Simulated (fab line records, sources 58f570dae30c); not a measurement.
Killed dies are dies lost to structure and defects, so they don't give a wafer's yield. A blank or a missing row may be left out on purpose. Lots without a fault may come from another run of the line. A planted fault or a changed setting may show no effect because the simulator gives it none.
A struck lot beside a sound one | flow berkeley_cmos170 | 15 steps out of a route of 331
Sound: wafers L797.1, L797.4, L797.6. Struck: wafers L783.1, L783.2, L783.6. The cause comes at the end.
At each step with rows: each side's tool, then ch and its chambers, then its first start. Under that, the readings that differ: sound wafers | struck wafers | difference of the means | sigmas: that difference in standard deviations of wafers without a fault.
alike: readings whose means differ by less than 2 such deviations, and words and numbers that are the same on both sides. not compared: withheld readings, readings that some wafer has no value for, bounds like >300 that may hide the same value, and numbers for which the record gives no deviation and whose values overlap.
The two part at a step that has a row with sigmas, a row that says differs or no value, or rows on one side only. Numbers that don't overlap but have no deviation are shown without sigmas and don't part them. A reading that every wafer of one side lacks parts them only if that side has two wafers or more.

first, 3 steps without rows for these wafers: UCB170_M1_EXPOSE_06 (exposes mask METAL1, target cd 700 nm); UCB170_M1_PEB_07; UCB170_M1_DEVELOP_08 (develop time 45 s).
UCB170_M1_CD_MEAS_09: target cd 700 nm.
  sound on cd_sem-01, day 10 03:12; struck on cd_sem-02, day 7 17:31
  alike: cd_nm
UCB170_M1_OVL_MEAS_10:
  sound on overlay-02, day 10 03:19; struck on overlay-01, day 7 17:38
  reading     | sound      | struck | difference | sigmas
  M1_OVL (nm) | -17 -2 -13 | 5 4 -4 | +12        | +2
UCB170_M1_ETCH_11: etches BARC in N2/H2.
  sound on rie_diel-04 ch 0,1,2, day 10 03:22; struck on rie_diel-01 ch 1,2, day 7 17:41
  alike: drypump_motor_current_A, h2_flow_sccm, oes_product_au, throttle_valve_pct
UCB170_M1_METAL_ETCH_12: etches Al in Cl2/BCl3, stops on PSG, target depth 780 nm, time 130 s.
  sound on rie_metal-04 ch 1, day 10 03:24; struck on rie_metal-02 ch 0,1, day 7 17:43
  alike: drypump_motor_current_A, oes_product_au, throttle_valve_pct
  not compared: rf_hours_counter_h
UCB170_M1_STRIP_13: strips in O2.
  sound on plasma_asher-01 ch 0,1, day 10 03:32; struck on plasma_asher-02 ch 0,1, day 7 17:51
  alike: drypump_motor_current_A, oes_product_au
  not compared: rf_hours_counter_h
UCB170_M1_CD_MEAS_90: target cd 700 nm.
  sound on cd_sem-01, day 10 03:40; struck on cd_sem-02, day 7 17:57
  reading    | sound             | struck            | difference | sigmas
  cd_nm (nm) | 699.1 696.1 696.1 | 702.9 703.7 704.3 | +6.5       | +2
then, 1 step without rows for these wafers: UCB170_M1_ANNEAL_14 (time 1200 s).
UCB170_V1_CVD_00: deposits SiO2 from TEOS/O2, target thk 2000 nm, time 250 s.
  sound on pecvd-01 ch 0,1,2, day 10 05:56; struck on pecvd-01 ch 0,1,2, day 7 21:04
  alike: heater_power_w
  not compared: since_wet_clean_h
UCB170_V1_THK_MEAS_01:
  sound on film_metro-04, day 10 06:06; struck on film_metro-04, day 7 21:14
  alike: V1_TEOS_THK
UCB170_V1_CMP_02: polishes SiO2.
  sound on cmp-02 ch 1,2,3, day 10 06:13; struck on cmp-02 ch 0,2, day 7 21:20
  no value came back on the struck wafers for edge_zone_pressure_frac, head_pressure_psi (psi), motor_current_A (A); on the sound wafers edge_zone_pressure_frac reads 0.994 1.000 1.008
  reading                             | sound           | struck         | difference | sigmas
  model.SiO2_of_V1_CVD_00.thk_nm (nm) | 1000 999.4 1003 | 2016 1971 1961 | +982       |
UCB170_V1_BOW_MEAS_03:
  sound on film_metro-01, day 10 06:28; struck on film_metro-04, day 7 21:52
  reading     | sound    | struck | difference                    | sigmas
  V1_BOW (um) | 12 10 16 | - - -  | no value on the struck wafers |
  not compared: hold
then, 1 step without rows for these wafers: UCB170_M3_PROBE_99.

WHERE THEY PART
First at UCB170_M1_OVL_MEAS_10; last, within this record, at UCB170_V1_BOW_MEAS_03.

WHY: what the simulator had put in
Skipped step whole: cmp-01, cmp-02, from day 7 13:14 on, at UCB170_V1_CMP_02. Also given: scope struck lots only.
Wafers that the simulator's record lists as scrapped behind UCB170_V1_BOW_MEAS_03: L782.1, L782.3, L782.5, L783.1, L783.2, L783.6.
